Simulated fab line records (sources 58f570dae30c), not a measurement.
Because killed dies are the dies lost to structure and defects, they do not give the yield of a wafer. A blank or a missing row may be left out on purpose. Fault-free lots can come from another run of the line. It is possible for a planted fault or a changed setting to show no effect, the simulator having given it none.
Problem report, 8D (eight disciplines) form, completed by code / flow berkeley-cmos170 / the parts of the form that need people (team, actions taken, sign-off) are left out

## 1. THE PROBLEM
Mean of oes-product-au at UCB170_CONTACT_ETCH_18: 0.829 a.u. across 2 wafers in 2 lots; on wafers with no fault it is 0.894 a.u. (standard deviation 0.013). Relative to the usual mean, that is a shift of -5.0 standard deviations.
The step: etches PSG in CHF3/CF4/Ar, stops on TiSi2, target depth 840 nm, time 195 s.
First seen on wafer L990.1, day 11 06:00, on rie-diel-04. The record holds 18 wafers of 6 lots with a number at this step. Rule for "out", or "out of limits": more than 4 standard deviations from the usual mean. The other wafers with a number count as sound.

## 2. WHAT IT IS; WHAT IT IS NOT
question=which readings at this step | is=oes-product-au | is not=drypump-motor-current-A, throttle-valve-pct
question=which lots | is=L990, L993 | is not=L972, L974, L982, L989
question=which wafers of those lots | is=L990.1, L993.2 | is not=L990.2, L990.3, L993.3, L993.5
question=read on which tools | is=rie-diel-04 | is not=rie-diel-02
question=when | is=from day 11 06:00 | is not=up to then (14 sound wafers); but 2 sound wafers of L993 came after

## 3. THE SUSPECTS, EACH WITH WHAT RULES IT OUT
Counting: if a tool at a process step up to the reading ran every lot that is out, it stays a suspect. Sound lots after the first of them don't rule it out here, since some wafers of a struck lot are sound.
- plasma-asher-03 at UCB170_CONTACT_STRIP_06 (strips in O2): kept. Ran every lot that is out, first one L990 (day 11 01:47); last sound lot up to then L982 (day 9 09:54).
- rie-diel-04 at UCB170_CONTACT_ETCH_17 (etches BARC in N2/H2): kept. Ran every lot that is out, first one L990 (day 11 06:08); last sound lot up to then L972 (day 6 13:56).
- rie-diel-04 at UCB170_CONTACT_ETCH_18 (etches PSG in CHF3/CF4/Ar, stops on TiSi2, target depth 840 nm, time 195 s): kept. Ran every lot that is out, first one L990 (day 11 06:00); last sound lot up to then L972 (day 6 13:00). On those wafers its own readings are out: oes-product-au.
- Within rie-diel-04 at UCB170_CONTACT_ETCH_17: the wafers that are out ran in chamber 0; their sound lot-mates ran in chambers 1, 2, 3.
- Within rie-diel-04 at UCB170_CONTACT_ETCH_18: the wafers that are out ran in chamber 0; their sound lot-mates ran in chambers 1, 2, 3.
The count leaves plasma-asher-03 at UCB170_CONTACT_STRIP_06, rie-diel-04 at UCB170_CONTACT_ETCH_17, and rie-diel-04 at UCB170_CONTACT_ETCH_18.

## 4. THE CAUSE (what the simulator had put in)
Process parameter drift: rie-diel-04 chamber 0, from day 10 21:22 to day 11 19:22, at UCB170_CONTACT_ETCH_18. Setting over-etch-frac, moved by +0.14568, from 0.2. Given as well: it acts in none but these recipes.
After counting, 3 suspects remain, this tool included.

## 5. THE EFFECT CHAIN, in route order
Each row: a reading where the mean over the struck wafers with a number is more than 3 standard deviations away from the usual. Readings are gone through only where the record gives a usual standard deviation; hours: the median, over the lots, of the time from a lot's start at the first step in this table giving one to that lot's start at this step; sigmas: the change measured in usual standard deviations.
hours=0; step=UCB170_CONTACT_ETCH_18; reading=oes-product-au; usual=0.894 a.u.; on struck wafers=0.829; change=-0.065; sigmas=-5.0
Its process steps:
- UCB170_CONTACT_ETCH_18: etches PSG in CHF3/CF4/Ar, stops on TiSi2, target depth 840 nm, time 195 s.

## 6. HOW IT WOULD HAVE BEEN CAUGHT EARLIER
9 hours passed between the start of the fault at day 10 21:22 and the first reading out of limits in this record, taken at day 11 06:00.
